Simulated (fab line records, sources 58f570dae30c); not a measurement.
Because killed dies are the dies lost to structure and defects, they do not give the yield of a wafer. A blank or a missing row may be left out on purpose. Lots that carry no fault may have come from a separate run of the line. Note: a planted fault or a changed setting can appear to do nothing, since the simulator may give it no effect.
What tool caused it? | flow berkeley-cmos170 | Sampling: 13 lots, 39 wafers, 5 of 331 route steps

WHAT THE GAUGES READ, wafer by wafer
UCB170_NLDD_CD_MEAS_06: the cd target is 1200 nm.
lot  | measured     | on        | cd-nm (nm)
L316 | day 5 21:22  | cd-sem-01 | 1194.2 1196.3 1197.3
L317 | day 6 08:22  | cd-sem-02 | 1200.7 1200.2 1199.8
L318 | day 6 08:53  | cd-sem-02 | 1201.0 1200.7 1198.0
L319 | day 6 18:37  | cd-sem-01 | 1199.8 1197.5 1199.7
L322 | day 7 09:26  | cd-sem-02 | 1200.6 1198.2 1198.2
L321 | day 7 12:01  | cd-sem-01 | 1199.1 1199.7 1198.2
L324 | day 7 14:40  | cd-sem-02 | 1204.7 1203.2 1202.3
L323 | day 7 14:52  | cd-sem-02 | 1200.1 1199.0 1199.5
L325 | day 7 21:10  | cd-sem-02 | 1199.3 1199.5 1198.1
L333 | day 10 10:49 | cd-sem-02 | 1199.2 1199.0 1199.0
L335 | day 10 11:50 | cd-sem-01 | 1200.1 1200.1 1201.2
L339 | day 11 02:05 | cd-sem-02 | 1200.8 1199.5 1199.1
L338 | day 11 02:07 | cd-sem-01 | 1201.0 1200.1 1200.0

UCB170_M1_THK_MEAS_02: measures by xrf.
lot  | measured     | on            | M1_AL_THK (nm)
L316 | day 6 14:46  | film-metro-04 | 597 590 585
L317 | day 7 01:53  | film-metro-02 | 590 586 584
L318 | day 7 03:38  | film-metro-02 | 599 595 600
L319 | day 7 15:22  | film-metro-04 | 608 605 601
L322 | day 7 23:56  | film-metro-03 | 595 590 596
L321 | day 8 04:00  | film-metro-03 | 592 591 598
L324 | day 8 06:07  | film-metro-02 | 595 593 592
L323 | day 8 04:43  | film-metro-04 | 594 597 594
L325 | day 8 16:47  | film-metro-03 | 594 601 601
L333 | day 11 05:06 | film-metro-02 | 588 588 583
L335 | day 11 07:32 | film-metro-04 | 598 599 595
L339 | day 11 23:21 | film-metro-04 | 592 586 597
L338 | day 11 22:13 | film-metro-03 | 591 587 588

UCB170_V1_THK_MEAS_01.
lot  | measured     | on            | V1_TEOS_THK (nm)
L316 | day 6 20:07  | film-metro-04 | 1996 1979 2022
L317 | day 7 06:07  | film-metro-01 | 1993 1994 2032
L318 | day 7 08:58  | film-metro-03 | 1982 1973 1988
L319 | day 7 22:04  | film-metro-03 | 1976 1955 1979
L322 | day 8 08:07  | film-metro-03 | 1963 1976 1986
L321 | day 8 08:12  | film-metro-03 | 1982 2008 2014
L324 | day 8 14:55  | film-metro-04 | 1990 2045 2019
L323 | day 8 08:08  | film-metro-04 | 2003 2020 2045
L325 | day 9 00:35  | film-metro-04 | 1958 1980 2025
L333 | day 11 11:43 | film-metro-01 | 2014 2086 3499
L335 | day 11 14:43 | film-metro-01 | 1961 2033 1998
L339 | day 12 04:25 | film-metro-04 | 1982 2016 2002
L338 | day 12 04:25 | film-metro-01 | 2002 2046 2013

EACH LOT AND THE TOOL THAT RAN IT (in order: tool; ch and the chambers of the sampled wafers; start)
lot  | UCB170_BACKSIDE_STRIP_03             | UCB170_V1_CVD_00
L316 | plasma-asher-03 ch 0,1, day 6 08:13  | pecvd-03 ch 0,1,2, day 6 19:56
L317 | plasma-asher-03 ch 0,1, day 6 18:41  | pecvd-01 ch 0,1,2, day 7 05:58
L318 | plasma-asher-02 ch 0,1, day 6 19:08  | pecvd-03 ch 0,1,2, day 7 08:48
L319 | plasma-asher-02 ch 0,1, day 7 06:49  | pecvd-02 ch 0,1,2, day 7 21:54
L322 | plasma-asher-03 ch 0,1, day 7 17:46  | pecvd-02 ch 1,2, day 8 07:58
L321 | plasma-asher-04 ch 0,1, day 7 22:07  | pecvd-03 ch 1,2, day 8 07:58
L324 | plasma-asher-04 ch 0,1, day 7 22:45  | pecvd-02 ch 0,2, day 8 14:44
L323 | plasma-asher-03 ch 0,1, day 7 22:36  | pecvd-01 ch 0,2, day 8 07:58
L325 | plasma-asher-03 ch 0,1, day 8 10:44  | pecvd-02 ch 0,1,2, day 9 00:26
L333 | plasma-asher-02 ch 0,1, day 10 21:34 | pecvd-02 ch 0,1,2, day 11 11:33
L335 | plasma-asher-02 ch 0,1, day 10 22:59 | pecvd-01 ch 0,1,2, day 11 14:33
L339 | plasma-asher-02 ch 0,1, day 11 15:11 | pecvd-03 ch 0,1, day 12 04:15
L338 | plasma-asher-03 ch 0,1, day 11 15:05 | pecvd-01 ch 1,2, day 12 04:15
- UCB170_BACKSIDE_STRIP_03: strips in O2.
- UCB170_V1_CVD_00: deposits SiO2 from TEOS/O2, target thk 2000 nm, time 250 s.

AS READ BY THE TOOLS THEMSELVES (means over the sampled wafers that have a number; for cases with no such wafer, the mark the record gives instead)
UCB170_BACKSIDE_STRIP_03.
lot  | tool            | drypump-motor-current-A (A) | oes-product-au (a.u.) | strip-time-to-endpoint-s (s)
L316 | plasma-asher-03 | 6.6                         | 0.732                 | 21.90
L317 | plasma-asher-03 | 6.6                         | 0.735                 | 22.07
L318 | plasma-asher-02 | 6.0                         | 0.736                 | 22.01
L319 | plasma-asher-02 | 6.1                         | 0.734                 | 21.94
L322 | plasma-asher-03 | 6.4                         | 0.731                 | 21.98
L321 | plasma-asher-04 | 5.1                         | 0.730                 | 21.99
L324 | plasma-asher-04 | 5.0                         | 0.737                 | 21.97
L323 | plasma-asher-03 | 6.6                         | 0.730                 | 22.04
L325 | plasma-asher-03 | 6.4                         | 0.738                 | 21.99
L333 | plasma-asher-02 | 5.9                         | 0.735                 | 21.98
L335 | plasma-asher-02 | 6.0                         | 0.734                 | 21.97
L339 | plasma-asher-02 | 6.0                         | 0.738                 | 22.00
L338 | plasma-asher-03 | 6.6                         | 0.735                 | 22.00

UCB170_V1_CVD_00.
lot  | tool     | heater-power-w (W) | run-length-s (s)
L316 | pecvd-03 | 243                | 278.6
L317 | pecvd-01 | 257                | 277.4
L318 | pecvd-03 | 276                | 278.5
L319 | pecvd-02 | 258                | 277.7
L322 | pecvd-02 | 196                | 277.6
L321 | pecvd-03 | 238                | 278.3
L324 | pecvd-02 | 228                | 277.3
L323 | pecvd-01 | 219                | 277.7
L325 | pecvd-02 | 270                | 277.6
L333 | pecvd-02 | 298                | 338.5
L335 | pecvd-01 | 224                | 277.5
L339 | pecvd-03 | 220                | 278.2
L338 | pecvd-01 | 197                | 277.6

THE ANSWER, worked out from the rows above alone
Rule: what is usual is taken from the lots themselves. Put in order of their means at a reading, lots are off if they are a third of the lots or fewer, leave a main group of 4 or more, and stand apart from it by a gap of 3 or more times the standard deviation of the main group's means; of several such gaps the widest counts. Not used: any main group whose means are identical at the precision the tables above print for the reading. A lot without any number at a reading at which 4 lots or more have one is off too. Any other lot the step has rows for is counted as sound. After the gauges, taken in route order, come the tools' own readings; for these a lot's mean is taken, as printed above. The first step at which some lot is off is used, and at that step the reading that is off furthest; a lot without a number counts as furthest.
Off: L333, seen at UCB170_V1_THK_MEAS_01 (V1_TEOS_THK). Mean 1998 nm and standard deviation 17 in the main group.
A tool fits if, at a process step before that reading, it ran every lot that is off, and no sound lot after the first of them. The gauges at UCB170_V1_THK_MEAS_01 aren't tried: what is off there is off at UCB170_V1_CVD_00 too, on other tools, and a gauge's error can't cause that. One candidate fits, namely pecvd-02 at UCB170_V1_CVD_00. A fault onset in the window from L325 (day 9 00:26, its last sound lot) to L333 (day 11 11:33, its first lot off) fits.
The tool's own readings at UCB170_V1_CVD_00 bear it out: on the lots that are off they differ by more than 5 times the standard deviation of the sound lots' means. run-length-s reads 338.5 s there against 277.8 s on the sound lots.

WHAT HAD BEEN PUT IN BY THE SIMULATOR
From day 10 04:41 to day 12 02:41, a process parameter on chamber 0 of pecvd-02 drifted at UCB170_V1_CVD_00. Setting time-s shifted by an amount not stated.
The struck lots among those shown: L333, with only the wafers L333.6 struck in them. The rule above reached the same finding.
